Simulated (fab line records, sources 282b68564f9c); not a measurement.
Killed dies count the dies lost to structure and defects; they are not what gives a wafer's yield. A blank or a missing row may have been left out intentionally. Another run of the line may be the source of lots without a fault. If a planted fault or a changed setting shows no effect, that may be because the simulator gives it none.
One fault through the eyes of 2 desks :: flow ritCmos :: each desk holds nothing but its own numbers, with what lay behind them at the end

THE TOOL OWNER'S DESK: pvdSputter-01
The tool's own readings at RIT_M1_SPUTTER_00 (material Al, target thk 400 nm, time 500 s): means of the sampled wafers that have a number, for each lot that ran on this tool. The brackets show how far a lot's mean lies from the usual mean; more than 4 standard deviations puts the lot out of limits, marked OUT.
Columns: A = throttleValvePct at RIT_M1_SPUTTER_00, usual 30.0 %
lot: L982
first seen here: day 6 04:22
A: 30.1

lot: L986
first seen here: day 6 19:17
A: 29.6

lot: L988
first seen here: day 7 04:43
A: 29.5
This desk found nothing out of limits on any of the 3 lots.

AT THE METROLOGY DESK
What the gauges read for every lot (on any tool): the sampled wafers with a number, averaged. The brackets show how far a lot's mean lies from the usual mean; more than 4 standard deviations puts the lot out of limits, marked OUT.
Columns: A = cdNm at RIT_CONTACT_CD_MEAS_08, usual 1000.4 nm; B = CONTACT_OVL at RIT_CONTACT_OVL_MEAS_09, usual 0.2 nm; C = cdNm at RIT_CONTACT_CD_MEAS_90, usual 1000.3 nm; D = M1_AL_RS at RIT_M1_RS_MEAS_01, usual 0.0734 ohm/sq; E = M1_AL_THK at RIT_M1_THK_MEAS_02, usual 397 nm; F = cdNm at RIT_M1_CD_MEAS_09, usual 2600.4 nm; G = M1_OVL at RIT_M1_OVL_MEAS_10, usual 0.9 nm
lot: L980
first seen here: day 5 13:05
A: 999.4
B: -1.1
C: 999.3
D: 0.0725
E: 402
F: 2598.9
G: 1.5

lot: L982
first seen here: day 6 03:15
A: 1003.3
B: -0.6
C: 1003.0
D: 0.0732
E: 398
F: 2597.4
G: 1.7

lot: L986
first seen here: day 6 18:10
A: 1002.7
B: 0.5
C: 1002.3
D: 0.0819 (+11) OUT
E: 358 (-8.3) OUT
F: 2602.3
G: 1.0

lot: L988
first seen here: day 7 03:34
A: 1002.9
B: 0.1
C: 1002.7
D: 0.0803 (+8.8) OUT
E: 365 (-6.8) OUT
F: 2599.6
G: 0.0

lot: L989
first seen here: day 7 09:35
A: 1003.4
B: -0.7
C: 1003.0
D: 0.0729
E: 401
F: 2599.7
G: 0.2

lot: L993
first seen here: day 8 04:22
A: 1003.0
B: 0.8
C: 1002.8
D: 0.0742
E: 389
F: 2600.4
G: 2.8
This desk finds L986, L988 out of limits, with the earliest case on L986 at day 6 19:54 (M1_AL_RS at RIT_M1_RS_MEAS_01). Within limits: L980, L982, L989, L993.

TAKEN TOGETHER
On L986, L988, the metrology desk was in a position to raise an alarm at day 6 19:54.
Nothing out of limits was seen by the tool owner's desk.
On record at the tool owner's desk: L986, L988, within its limits.
RIT_M1_SPUTTER_00 was run on pvdSputter-01 by each of the lots named.

WHAT WAS PUT IN BY THE SIMULATOR
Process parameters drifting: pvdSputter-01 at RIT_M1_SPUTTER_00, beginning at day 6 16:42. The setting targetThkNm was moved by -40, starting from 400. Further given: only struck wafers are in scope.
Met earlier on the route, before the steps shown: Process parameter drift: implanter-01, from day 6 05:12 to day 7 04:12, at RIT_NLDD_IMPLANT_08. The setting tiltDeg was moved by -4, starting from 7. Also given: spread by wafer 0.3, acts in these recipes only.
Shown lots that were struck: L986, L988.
Hours from the fault's start to each desk's first reading out of limits: the metrology desk, 3.
